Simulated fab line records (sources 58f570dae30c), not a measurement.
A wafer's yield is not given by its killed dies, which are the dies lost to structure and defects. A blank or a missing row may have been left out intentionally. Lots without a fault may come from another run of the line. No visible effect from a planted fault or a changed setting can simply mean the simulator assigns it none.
Split-lot trial	flow berkeleyCmos170	23 wafers read across 5 lots, on a route 331 steps long

ON THE SPLIT
At UCB170_ACTIVE_COAT_08 (resist thk 900 nm), the setting resistThkNm was moved away from the recipe's 900 nm on 7 of the 23 wafers read, by -3.0% to +5.2%. The other wafers ran this setting at the recipe's value.

FROM THE SPLIT TO THE READING: what the file shows between them, 3 steps
- UCB170_ACTIVE_SOFTBAKE_09: time 60 s (also split here: timeS)
- UCB170_ACTIVE_EXPOSE_10: exposes mask ACTIVE, target cd 1200 nm
- UCB170_ACTIVE_PEB_11

THE READING
KrF_of_ACTIVE_COAT_08.thkNm (the simulator's own value, which no gauge read), in nm, at UCB170_ACTIVE_ETCH_15 (etches Si3N4 in CH3F/Ar/O2, stops on SiO2, target depth 242 nm, time 151 s). The file gives no usual value for it. Across the 16 wafers here that went through the recipe, the average is 725.1 nm and the standard deviation 4.8 nm.

wafer	tool, chamber at the split	resistThkNm as run, nm	against the recipe	KrF_of_ACTIVE_COAT_08.thkNm, nm	against lot-mates on the recipe
L074.1	lithoTrack-03, 0	946.4	+5.2%	773.4	+49.1
L074.2	lithoTrack-03, 0	900	recipe	726.3	-
L074.3	lithoTrack-03, 0	900	recipe	728.9	-
L074.4	lithoTrack-03, 0	900	recipe	717.6	-
L074.6	lithoTrack-03, 0	946.4	+5.2%	767.6	+43.3
L077.1	lithoTrack-03, 0	900	recipe	726.4	-
L077.2	lithoTrack-03, 0	872.8	-3.0%	692.3	-31.4
L077.3	lithoTrack-03, 0	872.8	-3.0%	692.6	-31.1
L077.5	lithoTrack-03, 0	900	recipe	721	-
L077.6	lithoTrack-03, 0	872.8	-3.0%	701.8	-21.9
L083.1	lithoTrack-04, 0	900	recipe	726.9	-
L083.3	lithoTrack-04, 0	900	recipe	729.2	-
L083.4	lithoTrack-04, 0	880.7	-2.1%	706.1	-22.2
L083.5	lithoTrack-04, 0	880.7	-2.1%	707.8	-20.5
L083.6	lithoTrack-04, 0	900	recipe	728.7	-
L085.1	lithoTrack-03, 0	900	recipe	735	-
L085.2	lithoTrack-03, 0	900	recipe	722.4	-
L085.3	lithoTrack-03, 0	900	recipe	719	-
L085.4	lithoTrack-03, 0	900	recipe	720.8	-
L085.5	lithoTrack-03, 0	900	recipe	720.7	-
L080.1	lithoTrack-04, 0	900	recipe	721	-
L080.3	lithoTrack-04, 0	900	recipe	724.7	-
L080.4	lithoTrack-04, 0	900	recipe	732.5	-

FIT RESULTS
A straight line over all 23 wafers: KrF_of_ACTIVE_COAT_08.thkNm changes by +9.06 nm for each +1% of resistThkNm; r = +0.97; the points scatter about the line by 4.7 nm.
The same after taking each lot's own level away (the mean of its wafers on the recipe; 23 wafers): +9.16 nm for each +1%; r = +0.97; scatter 4.4 nm.
On that fit, the largest move of resistThkNm shifts the reading by 47 nm.
Across the lots, their own levels run from 723.58 to 728.27 nm, a range of 1.0 times the standard deviation given above.
Consequently the slope shifts little with the lot-to-lot level, the two slopes agreeing.
Check: +45.7 nm against its lot-mates is what the line predicts for one of the wafers moved furthest among these (+5.2%) when that wafer is left out of the fit. Against them it came out at +49.1 nm.

OTHER SPLITS ON THESE WAFERS
Before the reading, these wafers also passed through other splits. Each is held against what the fit with the lots' levels taken away leaves over:
other split on the same wafers	wafers away from the commonest value	r with KrF_of_ACTIVE_COAT_08.thkNm (lot level and that fit taken away)
UCB170_ZERO_STRIP_07 o2FlowSccm	8	-0.02
UCB170_PWELL_CVD_05 timeS	18	+0.04
UCB170_PWELL_IMPLANT_15 energyKev	5	-0.21
UCB170_ACTIVE_SOFTBAKE_09 timeS	9	-0.14

THE WHOLE CHAIN: every reading that the file lists as answering this split, in the file's order
step	what it does	reading	change (the file's fit)	r (the file's)
UCB170_ACTIVE_COAT_08	resist thk 900 nm	KrF_of_ACTIVE_COAT_08.thkNm (the simulator's own value, which no gauge read)	+9 nm for each +1% of the setting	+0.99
UCB170_ACTIVE_ETCH_15	etches Si3N4 in CH3F/Ar/O2, stops on SiO2, target depth 242 nm, time 151 s	KrF_of_ACTIVE_COAT_08.thkNm (the simulator's own value, which no gauge read)	+9.15 nm for each +1% of the setting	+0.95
UCB170_ACTIVE_STRIP_16	strips in O2	stripTimeToEndpointS	withheld for each +1% of the setting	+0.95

THE FILE'S OWN FIT
KrF_of_ACTIVE_COAT_08.thkNm changes by +9.15 nm for each +1% of resistThkNm, r = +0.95.
